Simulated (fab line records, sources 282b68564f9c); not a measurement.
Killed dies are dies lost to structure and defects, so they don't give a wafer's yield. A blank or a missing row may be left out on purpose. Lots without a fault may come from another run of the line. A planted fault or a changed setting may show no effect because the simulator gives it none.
Which tool did it? | flow rit_cmos | 15 lots, 45 wafers sampled, at 5 steps of a route of 202

WHAT THE GAUGES READ, wafer by wafer
RIT_ACTIVE_BOW_MEAS_00.
lot  | measured    | on            | INCOMING_BOW (um)
L463 | day 1 10:02 | film_metro-02 | 0 -6 3
L464 | day 1 15:04 | film_metro-02 | -1 2 0
L465 | day 1 20:00 | film_metro-04 | 3 -8 1
L466 | day 2 01:01 | film_metro-04 | 11 18 14
L468 | day 2 11:00 | film_metro-02 | 11 2 5
L469 | day 2 16:00 | film_metro-01 | -6 6 -4
L471 | day 3 02:01 | film_metro-01 | 0 3 1
L472 | day 3 07:01 | film_metro-04 | -2 -20 10
L474 | day 3 17:00 | film_metro-01 | 8 -5 9
L476 | day 4 03:00 | film_metro-02 | 2 0 -1
L482 | day 5 09:00 | film_metro-01 | -5 3 8
L483 | day 5 14:00 | film_metro-02 | -7 5 3
L484 | day 5 19:00 | film_metro-02 | -3 -1 6
L485 | day 6 00:00 | film_metro-04 | 3 -15 -3
L486 | day 6 05:00 | film_metro-04 | -5 -5 -1

RIT_ACTIVE_CD_MEAS_11: target cd 1400 nm.
lot  | measured    | on        | cd_nm (nm)
L463 | day 1 14:29 | cd_sem-02 | 1399.7 1399.9 1398.3
L464 | day 1 20:29 | cd_sem-02 | 1400.1 1399.8 1400.5
L465 | day 2 00:38 | cd_sem-01 | 1399.0 1399.1 1400.0
L466 | day 2 06:29 | cd_sem-01 | 1398.1 1400.5 1402.4
L468 | day 2 15:54 | cd_sem-02 | 1398.6 1398.8 1397.1
L469 | day 2 21:15 | cd_sem-01 | 1400.1 1397.6 1399.4
L471 | day 3 06:37 | cd_sem-02 | 1400.2 1401.1 1402.2
L472 | day 3 12:34 | cd_sem-02 | 1399.8 1401.3 1399.0
L474 | day 3 22:29 | cd_sem-02 | 1401.8 1401.2 1402.0
L476 | day 4 07:26 | cd_sem-02 | 1398.2 1401.3 1402.1
L482 | day 5 13:31 | cd_sem-02 | 1404.0 1401.6 1401.1
L483 | day 5 19:16 | cd_sem-02 | 1401.4 1401.9 1400.7
L484 | day 6 00:29 | cd_sem-02 | 1394.7 1398.5 1397.5
L485 | day 6 04:37 | cd_sem-01 | 1403.1 1403.8 1403.2
L486 | day 6 10:22 | cd_sem-01 | 1396.2 1399.2 1399.2

RIT_NWELL_TW_MEAS_10.
lot  | measured    | on            | NWELL_TW
L463 | day 1 23:20 | film_metro-02 | 2165 2170 2166
L464 | day 2 03:20 | film_metro-02 | 2174 2177 2175
L465 | day 2 10:03 | film_metro-04 | 2118 2119 2126
L466 | day 2 14:22 | film_metro-02 | 2165 2166 2174
L468 | day 3 00:46 | film_metro-04 | 2131 2124 2138
L469 | day 3 04:16 | film_metro-03 | 2149 2155 2149
L471 | day 3 15:08 | film_metro-04 | 2127 2120 2118
L472 | day 3 18:51 | film_metro-03 | 2139 2154 2141
L474 | day 4 05:19 | film_metro-04 | 2127 2140 2147
L476 | day 4 17:22 | film_metro-04 | 2135 2136 2120
L482 | day 5 21:38 | film_metro-04 | 2144 2145 2141
L483 | day 6 01:55 | film_metro-04 | 2146 2131 2142
L484 | day 6 07:25 | film_metro-04 | 2142 2138 2136
L485 | day 6 14:22 | film_metro-02 | 2171 2179 2173
L486 | day 6 21:53 | film_metro-03 | 2158 2158 2159

RIT_PRETRO_TW_MEAS_10.
lot  | measured    | on            | PRETRO_TW
L463 | day 2 09:28 | film_metro-01 | 476.3 474.0 475.7
L464 | day 2 13:47 | film_metro-01 | 478.8 476.2 476.9
L465 | day 2 20:21 | film_metro-04 | 467.5 466.2 468.0
L466 | day 3 01:25 | film_metro-04 | 469.6 471.7 470.0
L468 | day 3 11:31 | film_metro-01 | 474.3 472.5 475.7
L469 | day 3 15:19 | film_metro-03 | 487.1 489.1 487.1
L471 | day 4 01:59 | film_metro-01 | 485.3 485.8 486.2
L472 | day 4 05:05 | film_metro-03 | 489.5 490.9 489.0
L474 | day 4 16:56 | film_metro-01 | 471.8 474.1 477.3
L476 | day 5 03:28 | film_metro-03 | 473.6 476.1 475.4
L482 | day 6 07:52 | film_metro-01 | 476.3 478.5 477.5
L483 | day 6 12:05 | film_metro-03 | 477.7 471.5 479.2
L484 | day 6 18:52 | film_metro-03 | 479.1 474.0 476.3
L485 | day 7 02:45 | film_metro-04 | 472.3 471.5 472.1
L486 | day 7 09:16 | film_metro-01 | 474.0 472.6 472.3

WHICH TOOL RAN EACH LOT (tool, then ch and the chambers of the sampled wafers, then the start)
lot  | RIT_PRETRO_IMPLANT_08
L463 | implanter-04 ch 0, day 2 09:11
L464 | implanter-01 ch 0, day 2 13:31
L465 | implanter-02 ch 0, day 2 20:02
L466 | implanter-01 ch 0, day 3 01:06
L468 | implanter-04 ch 0, day 3 11:11
L469 | implanter-01 ch 0, day 3 14:59
L471 | implanter-01 ch 0, day 4 01:41
L472 | implanter-01 ch 0, day 4 04:47
L474 | implanter-02 ch 0, day 4 16:37
L476 | implanter-04 ch 0, day 5 03:08
L482 | implanter-04 ch 0, day 6 07:32
L483 | implanter-04 ch 0, day 6 11:46
L484 | implanter-01 ch 0, day 6 18:33
L485 | implanter-04 ch 0, day 7 02:25
L486 | implanter-04 ch 0, day 7 08:57
- RIT_PRETRO_IMPLANT_08

WHAT THE TOOLS THEMSELVES READ (means of the sampled wafers that have a number; where no wafer has one, the mark that the record gives instead)
RIT_PRETRO_IMPLANT_08.
lot  | tool         | dose_ions_cm2 | faraday_current_uA | tilt_deg (degrees)
L463 | implanter-04 | 1.2e+13       | 37.9               | 6.993
L464 | implanter-01 | 1.2e+13       | 37.6               | 6.989
L465 | implanter-02 | 1.2e+13       | 38.6               | 6.986
L466 | implanter-01 | 1.2e+13       | 37.4               | 7.002
L468 | implanter-04 | 1.2e+13       | 38.1               | 7.021
L469 | implanter-01 | 1.3e+13       | 40.2               | 6.985
L471 | implanter-01 | 1.3e+13       | 40.7               | 7.013
L472 | implanter-01 | 1.3e+13       | 41.0               | 6.987
L474 | implanter-02 | 1.2e+13       | 38.4               | 6.990
L476 | implanter-04 | 1.2e+13       | 37.6               | 6.995
L482 | implanter-04 | 1.2e+13       | 38.1               | 7.004
L483 | implanter-04 | 1.2e+13       | 38.0               | 6.993
L484 | implanter-01 | 1.2e+13       | 37.6               | 7.009
L485 | implanter-04 | 1.2e+13       | 38.4               | 7.013
L486 | implanter-04 | 1.2e+13       | 38.0               | 7.006

THE ANSWER, worked out from the rows above alone
Rule: what is usual is taken from the lots themselves. Put in order of their means at a reading, lots are off if they are a third of the lots or fewer, leave a main group of 4 or more, and stand apart from it by a gap of 3 or more times the standard deviation of the main group's means; of several such gaps the widest counts. A main group whose means are all the same, to the digits that the tables above print for the reading, isn't used. A lot without any number at a reading at which 4 lots or more have one is off too. The other lots that the step has rows for count as sound. The gauges are gone through in route order, then the tools' own readings, and for those a lot's mean is taken as printed above. The first step at which some lot is off is used, and at that step the reading that is off furthest; a lot without a number counts as furthest.
Off: L469, L471, L472, at RIT_PRETRO_IMPLANT_08 (faraday_current_uA). The main group: mean 38.0, standard deviation 0.36.
A tool fits if, at that step or a process step before it, it ran every lot that is off, and no sound lot after the first of them. None of those tried fits.

WHAT THE SIMULATOR HAD PUT IN
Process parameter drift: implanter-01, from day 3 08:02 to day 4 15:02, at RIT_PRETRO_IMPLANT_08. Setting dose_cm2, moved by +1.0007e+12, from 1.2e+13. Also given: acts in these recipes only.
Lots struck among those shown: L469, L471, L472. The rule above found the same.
